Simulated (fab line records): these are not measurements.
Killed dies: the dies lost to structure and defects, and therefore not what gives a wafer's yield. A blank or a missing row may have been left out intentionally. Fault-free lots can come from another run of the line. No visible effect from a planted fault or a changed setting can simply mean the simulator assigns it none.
Which of the tools did it? | flow rit-cmos | 21 wafers from 7 lots sampled at 2 of the route's 202 steps

WHAT EACH GAUGE READ, for each wafer
RIT_SILICIDE_RS_MEAS_02: the measuring method here is four-point-probe.
lot  | measured    | on            | SILICIDE_TI_RS (ohm/sq)
L716 | day 3 09:00 | film-metro-02 | 47.3 46.7 48.2
L719 | day 3 23:10 | film-metro-02 | 48.1 48.4 48.0
L721 | day 4 11:00 | film-metro-03 | 48.8 48.7 48.2
L723 | day 4 20:11 | film-metro-03 | 47.7 46.8 47.6
L726 | day 5 15:32 | film-metro-03 | 46.4 46.9 46.3
L735 | day 8 04:02 | film-metro-02 | 63.0 62.0 62.6
L737 | day 8 16:28 | film-metro-02 | 48.2 47.9 47.2

EACH LOT AND THE TOOL THAT RAN IT (in order: tool; ch and the chambers of the sampled wafers; start)
lot  | RIT_SILICIDE_SPUTTER_01
L716 | pvd-sputter-02, day 3 08:50
L719 | pvd-sputter-03, day 3 23:01
L721 | pvd-sputter-03, day 4 10:49
L723 | pvd-sputter-02, day 4 20:02
L726 | pvd-sputter-02, day 5 15:22
L735 | pvd-sputter-03, day 8 03:52
L737 | pvd-sputter-01, day 8 16:19
- RIT_SILICIDE_SPUTTER_01: material Ti, target thk 30 nm, time 240 s.

THE ANSWER, worked out from the rows above alone
Rule: what is usual is taken from the lots themselves. The widest of any qualifying gaps counts: lots, ordered by their means at a reading, are off when they make up no more than a third of the lots, leave a main group of 4 or more, and stand apart from it by 3 or more times the standard deviation of that group's means. Not used: any main group whose means are identical at the precision the tables above print for the reading. Also off: a lot with no number at a reading for which 4 or more lots have one. Any other lot the step has rows for is counted as sound.
Off: L735, seen at RIT_SILICIDE_RS_MEAS_02 (SILICIDE_TI_RS). Mean 47.6 ohm/sq and standard deviation 0.65 in the main group.
If a tool, at a process step before that reading, ran all the lots that are off and no sound lot after the first of them, it fits. Gauges at RIT_SILICIDE_RS_MEAS_02: tried the same way as those tools. One candidate fits, namely pvd-sputter-03 at RIT_SILICIDE_SPUTTER_01. A fault onset in the window from L721 (day 4 10:49, its last sound lot) to L735 (day 8 03:52, its first lot off) fits.

WHAT WAS PUT IN BY THE SIMULATOR
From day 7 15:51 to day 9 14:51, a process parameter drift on pvd-sputter-03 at RIT_SILICIDE_SPUTTER_01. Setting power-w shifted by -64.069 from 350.
Struck lots among those shown: L735. The rule above reached the same finding.
